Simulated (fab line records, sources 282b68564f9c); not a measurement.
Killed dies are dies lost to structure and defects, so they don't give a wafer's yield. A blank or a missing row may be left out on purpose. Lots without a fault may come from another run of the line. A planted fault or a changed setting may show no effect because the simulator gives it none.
A struck lot beside a sound one | flow rit_cmos | 19 steps out of a route of 202
Sound: wafers L281.1, L281.2, L281.6. Struck: wafers L293.2, L293.3, L293.6. The cause comes at the end.
At each step with rows: each side's tool, then ch and its chambers, then its first start. Under that, the readings that differ: sound wafers | struck wafers | difference of the means | sigmas: that difference in standard deviations of wafers without a fault.
alike: readings whose means differ by less than 2 such deviations, and words and numbers that are the same on both sides. not compared: withheld readings, readings that some wafer has no value for, bounds like >300 that may hide the same value, and numbers for which the record gives no deviation and whose values overlap.
The two part at a step that has a row with sigmas, a row that says differs or no value, or rows on one side only. Numbers that don't overlap but have no deviation are shown without sigmas and don't part them. A reading that every wafer of one side lacks parts them only if that side has two wafers or more.

RIT_M1_SPUTTER_00: material Al, target thk 400 nm, time 500 s.
  sound on pvd_sputter-03, day 4 06:38; struck on pvd_sputter-02, day 6 20:25
  alike: chamber_pressure_pa, throttle_valve_pct
RIT_M1_RS_MEAS_01: measures by four-point-probe.
  sound on film_metro-02, day 4 06:56; struck on film_metro-02, day 6 20:44
  alike: M1_AL_RS
RIT_M1_THK_MEAS_02: measures by xrf.
  sound on film_metro-02, day 4 07:03; struck on film_metro-02, day 6 20:50
  alike: M1_AL_THK
then, 6 steps without rows for these wafers: RIT_M1_HMDS_03 (prime time 60 s); RIT_M1_COAT_04 (resist thk 1300 nm); RIT_M1_SOFTBAKE_05 (time 60 s); RIT_M1_EXPOSE_06 (exposes mask M12, target cd 2600 nm); RIT_M1_PEB_07; RIT_M1_DEVELOP_08 (develop time 68 s).
RIT_M1_CD_MEAS_09: target cd 2600 nm.
  sound on cd_sem-01, day 4 07:59; struck on cd_sem-02, day 6 21:47
  alike: cd_nm
RIT_M1_OVL_MEAS_10:
  sound on overlay-01, day 4 08:07; struck on overlay-02, day 6 21:54
  alike: M1_OVL
then, 1 step without rows for these wafers: RIT_M1_HARDBAKE_11 (time 120 s).
RIT_M1_METAL_ETCH_12: etches Al in Cl2/BCl3, stops on SiO2, time 165 s, target depth 600 nm.
  sound on rie_metal-02 ch 0,1, day 4 08:23; struck on rie_metal-02 ch 0,1, day 6 22:11
  alike: drypump_motor_current_A, oes_product_au, throttle_valve_pct
  not compared: rf_hours_counter_h
then, 1 step without rows for these wafers: RIT_M1_STRIP_13 (strips in nmp, time 600 s).
RIT_M1_STRIP_14: strips in O2, time 180 s.
  sound on plasma_asher-04 ch 0,1, day 4 08:44; struck on plasma_asher-01 ch 0,1, day 6 22:31
  alike: drypump_motor_current_A
  not compared: rf_hours_counter_h
RIT_M1_CD_MEAS_90: target cd 2600 nm.
  sound on cd_sem-01, day 4 08:55; struck on cd_sem-02, day 6 22:43
  alike: cd_nm
then, 1 step without rows for these wafers: RIT_M1_ANNEAL_15 (time 1800 s).
RIT_M1_BOW_MEAS_16:
  sound on film_metro-04, day 4 10:32; struck on film_metro-02, day 7 00:20
  alike: M1_BOW
RIT_M1_PROBE_99:
  sound on prober-02, day 4 10:39; struck on prober-02, day 7 00:29
  reading                               | sound            | struck                                                                     | difference                   | sigmas
  hold                                  | - - -            | await_dispo/6.6h/release await_dispo/6.6h/release await_dispo/6.6h/release | no value on the sound wafers |
  defect_limited_yield (%)              | 95.5 97.3 94.7   | 90.2 88.6 85.6                                                             | -7.7                         | -6
  killed_at_M0_to_M3                    | 0 0 0            | 23 22 33                                                                   | +26                          | +99 or more
  killed_dies                           | 12 7 14          | 26 30 38                                                                   | +20                          | +7
  killed_on_rim                         | 3 1 2            | 8 10 3                                                                     | +5                           | +4
  sort_bin_3_pad_short (%)              | 0 0 0            | 1.5 1.1 2.3                                                                | +1.6                         | +8
  sort_bin_5_function (%)               | 1.9 1.1 3.0      | 7.6 8.7 9.8                                                                | +6.7                         | +8
  sort_n_pass                           | 252 257 250      | 238 234 226                                                                | -20                          | -7
  sort_yield_pct (%)                    | 95.5 97.3 94.7   | 90.2 88.6 85.6                                                             | -7.7                         | -6
  model.etest.tester.sort_n_pass        | 252 257 250      | 238 234 226                                                                | -20                          |
  model.etest.tester.sort_yield_pct (%) | 95.45 97.35 94.7 | 90.15 88.64 85.61                                                          | -7.70                        |
  model.etest.tester.sort_bin_5_pct (%) | 1.894 1.136 3.03 | 7.576 8.712 9.848                                                          | +6.692                       |
  model.etest.tester.sort_bin_3_pct (%) | 0 0 0            | 1.515 1.136 2.273                                                          | +1.641                       |
  alike: killed_at_front_end, killed_open, killed_short, sort_bin_6_memory
  not compared: model.etest.tester.sort_bin_6_pct

WHERE THEY PART
Only at RIT_M1_PROBE_99, within this record.

WHY: what the simulator had put in
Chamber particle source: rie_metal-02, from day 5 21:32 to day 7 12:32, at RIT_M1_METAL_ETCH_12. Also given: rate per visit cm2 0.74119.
